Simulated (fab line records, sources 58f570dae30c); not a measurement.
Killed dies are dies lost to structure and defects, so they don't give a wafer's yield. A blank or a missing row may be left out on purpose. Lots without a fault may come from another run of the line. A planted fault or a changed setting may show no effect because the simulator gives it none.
Split-lot experiment | flow berkeley_cmos170 | 5 lots, 23 wafers read, on a route of 331 steps

THE SPLIT
At UCB170_NWELL_IMPLANT_14, the setting energy_kev was moved away from the recipe's 150 on 10 of the 23 wafers read, by -5.3% to +5.5%. The other wafers ran this setting at the recipe's value.

The reading is taken at the split's own step.

THE READING
implant.drp_nm (the simulator's own value, which no gauge read), in nm, at UCB170_NWELL_IMPLANT_14. The file gives no usual value for it.

wafer  | tool, chamber at the split | energy_kev as run | against the recipe | implant.drp_nm, nm | against lot-mates on the recipe
L075.1 | implanter-01, 0            | 158.2             | +5.5%              | 65.27              | +2.55
L075.2 | implanter-01, 0            | 158.2             | +5.5%              | 65.27              | +2.55
L075.3 | implanter-01, 0            | 158.2             | +5.5%              | 65.27              | +2.55
L075.4 | implanter-01, 0            | 150               | recipe             | 62.72              | -
L075.5 | implanter-01, 0            | 150               | recipe             | 62.72              | -
L080.1 | implanter-01, 0            | 150               | recipe             | 62.72              | -
L080.5 | implanter-01, 0            | 150               | recipe             | 62.72              | -
L080.2 | implanter-01, 0            | 142               | -5.3%              | 60.09              | -2.63
L080.4 | implanter-01, 0            | 142               | -5.3%              | 60.09              | -2.63
L080.6 | implanter-01, 0            | 142               | -5.3%              | 60.09              | -2.63
L081.3 | implanter-02, 0            | 150               | recipe             | 62.72              | -
L081.5 | implanter-02, 0            | 150               | recipe             | 62.72              | -
L081.6 | implanter-02, 0            | 150               | recipe             | 62.72              | -
L083.1 | implanter-01, 0            | 150               | recipe             | 62.72              | -
L083.3 | implanter-01, 0            | 150               | recipe             | 62.72              | -
L083.6 | implanter-01, 0            | 150               | recipe             | 62.72              | -
L083.2 | implanter-01, 0            | 143.8             | -4.1%              | 60.69              | -2.03
L083.4 | implanter-01, 0            | 143.8             | -4.1%              | 60.69              | -2.03
L084.1 | implanter-02, 0            | 150               | recipe             | 62.72              | -
L084.4 | implanter-02, 0            | 150               | recipe             | 62.72              | -
L084.5 | implanter-02, 0            | 150               | recipe             | 62.72              | -
L084.3 | implanter-02, 0            | 142.8             | -4.8%              | 60.35              | -2.37
L084.6 | implanter-02, 0            | 142.8             | -4.8%              | 60.35              | -2.37

THE FIT
A straight line over all 23 wafers: implant.drp_nm changes by +0.482 nm for each +1% of energy_kev; r = +1.00; the points scatter about the line by 0.034 nm.
The same after taking each lot's own level away (the mean of its wafers on the recipe; 23 wafers): +0.482 nm for each +1%; r = +1.00; scatter 0.034 nm.
On that fit, the largest move of energy_kev shifts the reading by 2.6 nm.
The lots' own levels span 62.720 to 62.720 nm.
So the lot-to-lot level changes the slope little: the two slopes agree.
Check: with one of the wafers moved furthest among these (+5.5%) left out of the fit, the line predicts +2.62 nm for it against its lot-mates. It came out at +2.55 nm against them.

OTHER SPLITS ON THESE WAFERS
These wafers also went through other splits before the reading. Each is held against what the fit with the lots' levels taken away leaves over:
other split on the same wafers | wafers away from the commonest value | r with implant.drp_nm (lot level and that fit taken away)
UCB170_NWELL_CVD_04 time_s     | 15                                   | -0.22

THE WHOLE CHAIN: every reading that the file lists as answering this split, in the file's order
step                    | what it does | reading                                                         | change (the file's fit)               | r (the file's)
UCB170_NWELL_IMPLANT_14 |              | implant.rp_nm (the simulator's own value, which no gauge read)  | +1.98 nm for each +1% of the setting  | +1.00
UCB170_NWELL_IMPLANT_14 |              | implant.drp_nm (the simulator's own value, which no gauge read) | +0.485 nm for each +1% of the setting | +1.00

THE FILE'S OWN FIT
implant.drp_nm changes by +0.485 nm for each +1% of energy_kev, r = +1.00.
